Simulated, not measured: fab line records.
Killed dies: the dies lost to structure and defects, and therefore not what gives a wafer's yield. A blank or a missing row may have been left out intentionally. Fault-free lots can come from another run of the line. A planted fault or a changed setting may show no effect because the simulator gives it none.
Split-lot study    flow rit-cmos    on a route of 202 steps: 5 lots, 23 wafers read

## SPLIT DETAILS
At RIT_SPACER_CVD_03 (deposits Si3N4 from SiH2Cl2/NH3, target thk 250 nm, time 3300 s), the setting temp-c was moved away from the recipe's 810 C on 15 of the 23 wafers read, by -1.9% to +1.2%. The other wafers ran this setting at the recipe's value.

## SPLIT TO READING: what lies between them in the file, 1 step
- RIT_SPACER_THK_MEAS_04

## THE READING
oes-product-au, in a.u., at RIT_SPACER_ETCHBACK_05 (etches Si3N4 in SF6/CHF3, stops on SiO2, target depth 250 nm, time 240 s). A value of 0.838 a.u. with a standard deviation of 0.017 a.u. is what fault-free wafers of this fab line usually give.

wafer   tool, chamber at the split  temp-c as run, C  against the recipe  oes-product-au, a.u.  against lot-mates on the recipe
L077.1  lpcvd-02, 0                 810               recipe              0.851                 -
L077.4  lpcvd-02, 0                 810               recipe              0.831                 -
L077.6  lpcvd-02, 0                 810               recipe              0.834                 -
L078.2  -, -                        795.7             -1.8%               0.697                 no lot-mate on the recipe
L078.3  -, -                        795.7             -1.8%               0.696                 no lot-mate on the recipe
L078.4  -, -                        795.7             -1.8%               0.694                 no lot-mate on the recipe
L078.5  -, -                        795.7             -1.8%               0.693                 no lot-mate on the recipe
L078.6  -, -                        795.7             -1.8%               0.691                 no lot-mate on the recipe
L080.2  -, -                        794.9             -1.9%               0.683                 no lot-mate on the recipe
L080.3  -, -                        794.9             -1.9%               0.686                 no lot-mate on the recipe
L080.4  -, -                        794.9             -1.9%               0.663                 no lot-mate on the recipe
L080.5  -, -                        794.9             -1.9%               0.672                 no lot-mate on the recipe
L080.6  -, -                        794.9             -1.9%               0.690                 no lot-mate on the recipe
L081.1  -, -                        819.7             +1.2%               0.939                 no lot-mate on the recipe
L081.2  -, -                        819.7             +1.2%               0.945                 no lot-mate on the recipe
L081.3  -, -                        819.7             +1.2%               0.951                 no lot-mate on the recipe
L081.4  -, -                        819.7             +1.2%               0.961                 no lot-mate on the recipe
L081.5  -, -                        819.7             +1.2%               0.938                 no lot-mate on the recipe
L083.1  -, -                        810               recipe              0.836                 -
L083.2  -, -                        810               recipe              0.845                 -
L083.3  -, -                        810               recipe              0.858                 -
L083.4  -, -                        810               recipe              0.847                 -
L083.5  -, -                        810               recipe              0.862                 -

FIT RESULTS
A straight line over all 23 wafers: oes-product-au changes by +0.0867 a.u. for each +1% of temp-c; r = +1.00; the points scatter about the line by 0.0095 a.u.
Too few moved wafers have a lot-mate on the recipe to fit a line with each lot's own level taken away.

## THE WHOLE CHAIN: every reading that the file lists as answering this split, in the file's order
step                    what it does                                                              reading                                                                         change (the file's fit)                   r (the file's)
RIT_SPACER_CVD_03       deposits Si3N4 from SiH2Cl2/NH3, target thk 250 nm, time 3300 s           Si3N4_of_SPACER_CVD_03.thk-nm (the simulator's own value, which no gauge read)  +36.1 nm for each +1% of the setting      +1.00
RIT_SPACER_THK_MEAS_04                                                                            SPACER_NITRIDE_THK                                                              +36.1 for each +1% of the setting         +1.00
RIT_SPACER_ETCHBACK_05  etches Si3N4 in SF6/CHF3, stops on SiO2, target depth 250 nm, time 240 s  oes-product-au                                                                  +0.0867 a.u. for each +1% of the setting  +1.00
RIT_SPACER_ETCHBACK_05  etches Si3N4 in SF6/CHF3, stops on SiO2, target depth 250 nm, time 240 s  etch.depth-nm (the simulator's own value, which no gauge read)                  +36.1 nm for each +1% of the setting      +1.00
RIT_SPACER_ETCHBACK_05  etches Si3N4 in SF6/CHF3, stops on SiO2, target depth 250 nm, time 240 s  Si3N4_of_SPACER_CVD_03.thk-nm (the simulator's own value, which no gauge read)  +27.9 nm for each +1% of the setting      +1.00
RIT_M1_PROBE_99                                                                                   etest.pplus-sal.width-nm (the simulator's own value, which no gauge read)       -78.7 nm for each +1% of the setting      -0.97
RIT_M1_PROBE_99                                                                                   etest.nplus-sal.width-nm (the simulator's own value, which no gauge read)       -79.7 nm for each +1% of the setting      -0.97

## FILE'S OWN FIT
oes-product-au changes by +0.0867 a.u. for each +1% of temp-c, r = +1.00.
